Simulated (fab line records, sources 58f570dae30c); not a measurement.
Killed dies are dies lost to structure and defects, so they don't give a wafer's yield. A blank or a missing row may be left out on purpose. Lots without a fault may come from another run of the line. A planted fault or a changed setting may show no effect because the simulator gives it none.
Which tool did it? | flow berkeley_cmos170 | 14 lots, 42 wafers sampled, at 4 steps of a route of 331

WHAT THE GAUGES READ, wafer by wafer
UCB170_V2_THK_MEAS_01. Usual: V2_TEOS_THK 2004 nm, standard deviation 34.
lot  | measured     | on            | V2_TEOS_THK (nm) | flag
L758 | day 8 10:23  | film_metro-01 | 1958 1950 1955   |
L759 | day 8 19:00  | film_metro-01 | 1969 1984 2000   |
L760 | day 8 18:46  | film_metro-04 | 2025 1988 2015   |
L761 | day 9 13:16  | film_metro-01 | 2007 2018 2059   |
L762 | day 9 13:22  | film_metro-04 | 1999 1991 2038   |
L763 | day 9 13:00  | film_metro-03 | 1987 2004 2012   |
L765 | day 10 16:06 | film_metro-01 | 2002 2006 2034   |
L766 | day 10 12:15 | film_metro-04 | 2013 1988 2032   |
L767 | day 10 14:58 | film_metro-01 | 2019 2054 2008   |
L769 | day 10 16:04 | film_metro-04 | 1948 1980 2012   |
L770 | day 10 15:20 | film_metro-01 | 1976 2029 2029   |
L775 | day 12 03:55 | film_metro-04 | 1955 1987 2058   |
L776 | day 12 05:11 | film_metro-04 | 1990 2043 2045   |
L777 | day 12 13:18 | film_metro-04 | 1968 2068 2013   |

UCB170_V2_OVL_MEAS_13. Usual: V2_OVL 1 nm, standard deviation 5.1.
lot  | measured     | on         | V2_OVL (nm) | flag
L758 | day 8 12:17  | overlay-01 | 7 3 5       |
L759 | day 8 20:41  | overlay-02 | -4 -2 -2    |
L760 | day 8 20:26  | overlay-02 | 0 3 3       |
L761 | day 9 15:27  | overlay-02 | 0 5 3       |
L762 | day 9 15:43  | overlay-02 | -3 4 0      |
L763 | day 9 15:08  | overlay-02 | 0 7 7       |
L765 | day 10 18:35 | overlay-02 | 7 7 0       |
L766 | day 10 14:16 | overlay-01 | 4 2 -4      |
L767 | day 10 16:47 | overlay-02 | 8 -6 -2     |
L769 | day 10 17:52 | overlay-02 | 0 4 -3      |
L770 | day 10 17:04 | overlay-02 | 0 -1 3      |
L775 | day 12 05:43 | overlay-01 | -8 -8 -4    |
L776 | day 12 07:01 | overlay-02 | 5 4 4       |
L777 | day 12 15:10 | overlay-01 | 7 13 2      |

WHICH TOOL RAN EACH LOT (tool, then ch and the chambers of the sampled wafers, then the start)
lot  | UCB170_WELLDRIVE_WET_ETCH_04   | UCB170_M2_ETCH_17
L758 | wet_bench-04 ch 2, day 3 20:59 | rie_diel-02 ch 0,1,2, day 8 09:41
L759 | wet_bench-04 ch 1, day 4 05:19 | rie_diel-04 ch 1,2,3, day 8 18:24
L760 | wet_bench-04 ch 3, day 4 13:14 | rie_diel-03 ch 1,2,3, day 8 18:09
L761 | wet_bench-03 ch 3, day 5 04:07 | rie_diel-04 ch 2,3, day 9 12:39
L762 | wet_bench-03 ch 1, day 5 04:07 | rie_diel-02 ch 0,1,3, day 9 12:46
L763 | wet_bench-04 ch 1, day 5 06:54 | rie_diel-03 ch 2,3, day 9 12:23
L765 | wet_bench-03 ch 2, day 5 17:43 | rie_diel-03 ch 1,2, day 10 15:30
L766 | wet_bench-03 ch 1, day 5 17:43 | rie_diel-03 ch 0,2,3, day 10 11:39
L767 | wet_bench-01 ch 1, day 6 02:19 | rie_diel-03 ch 0,2, day 10 14:19
L769 | wet_bench-03 ch 0, day 6 13:55 | rie_diel-02 ch 2,3, day 10 15:27
L770 | wet_bench-03 ch 0, day 6 13:55 | rie_diel-02 ch 0,2,3, day 10 14:43
L775 | wet_bench-01 ch 3, day 7 10:47 | rie_diel-03 ch 0,3, day 12 03:19
L776 | wet_bench-01 ch 2, day 7 10:47 | rie_diel-02 ch 2,3, day 12 04:35
L777 | wet_bench-04 ch 1, day 8 04:05 | rie_diel-04 ch 0,2,3, day 12 12:41
- UCB170_WELLDRIVE_WET_ETCH_04: etches SiO2 in BOE, time 120 s.
- UCB170_M2_ETCH_17: etches BARC in N2/H2.

WHAT THE TOOLS THEMSELVES READ (means of the sampled wafers that have a number; where no wafer has one, the mark that the record gives instead)
UCB170_WELLDRIVE_WET_ETCH_04. Usual: bath_heat_duty_pct 6.2 %, standard deviation 0.6.
lot  | tool         | bath_heat_duty_pct (%) | flag
L758 | wet_bench-04 | 6.0                    |
L759 | wet_bench-04 | 6.5                    |
L760 | wet_bench-04 | 6.2                    |
L761 | wet_bench-03 | 6.0                    |
L762 | wet_bench-03 | 6.5                    |
L763 | wet_bench-04 | 5.8                    |
L765 | wet_bench-03 | 6.0                    |
L766 | wet_bench-03 | 7.1                    |
L767 | wet_bench-01 | 5.6                    |
L769 | wet_bench-03 | 6.3                    |
L770 | wet_bench-03 | 6.8                    |
L775 | wet_bench-01 | 6.0                    |
L776 | wet_bench-01 | 6.1                    |
L777 | wet_bench-04 | 6.9                    |

UCB170_M2_ETCH_17. Usual: chamber_pressure_mTorr 29.995 mTorr, standard deviation 0.026; drypump_motor_current_A 5.75 A, standard deviation 0.24; oes_product_au 1.000 a.u., standard deviation 0.026; throttle_valve_pct 13.35 %, standard deviation 0.23.
lot  | tool        | chamber_pressure_mTorr (mTorr) | drypump_motor_current_A (A) | oes_product_au (a.u.) | throttle_valve_pct (%) | flag
L758 | rie_diel-02 | 29.958                         | 5.67                        | 0.993                 | 13.30                  |
L759 | rie_diel-04 | 29.986                         | 5.90                        | 1.041                 | 13.33                  |
L760 | rie_diel-03 | 29.990                         | 5.80                        | 0.997                 | 13.30                  |
L761 | rie_diel-04 | 30.007                         | 5.84                        | 1.026                 | 13.49                  |
L762 | rie_diel-02 | 30.004                         | 5.72                        | 0.992                 | 13.35                  |
L763 | rie_diel-03 | 30.003                         | 6.02                        | 1.001                 | 13.32                  |
L765 | rie_diel-03 | 30.000                         | 5.57                        | 0.976                 | 13.29                  |
L766 | rie_diel-03 | 29.988                         | 5.86                        | 0.985                 | 13.39                  |
L767 | rie_diel-03 | 30.001                         | 5.70                        | 0.985                 | 13.49                  |
L769 | rie_diel-02 | 30.005                         | 5.44                        | 1.006                 | 13.24                  |
L770 | rie_diel-02 | 29.974                         | 5.58                        | 0.994                 | 13.33                  |
L775 | rie_diel-03 | 29.999                         | 5.93                        | 0.980                 | 13.20                  |
L776 | rie_diel-02 | 29.999                         | 5.42                        | 1.010                 | 13.24                  |
L777 | rie_diel-04 | 29.990                         | 5.79                        | 1.026                 | 13.56                  |

THE ANSWER, worked out from the rows above alone
Rule: a lot is off if the mean of its wafers that have a number lies more than 3 standard deviations from the usual mean. A lot without any number at a reading at which 4 lots or more have one is off too. The other lots that the step has rows for count as sound. The gauges are gone through in route order, then the tools' own readings, and for those a lot's mean is taken as printed above. The first step at which some lot is off is used, and at that step the reading that is off furthest; a lot without a number counts as furthest.
No lot is off at any reading shown: from this, nothing can be told.

WHAT THE SIMULATOR HAD PUT IN
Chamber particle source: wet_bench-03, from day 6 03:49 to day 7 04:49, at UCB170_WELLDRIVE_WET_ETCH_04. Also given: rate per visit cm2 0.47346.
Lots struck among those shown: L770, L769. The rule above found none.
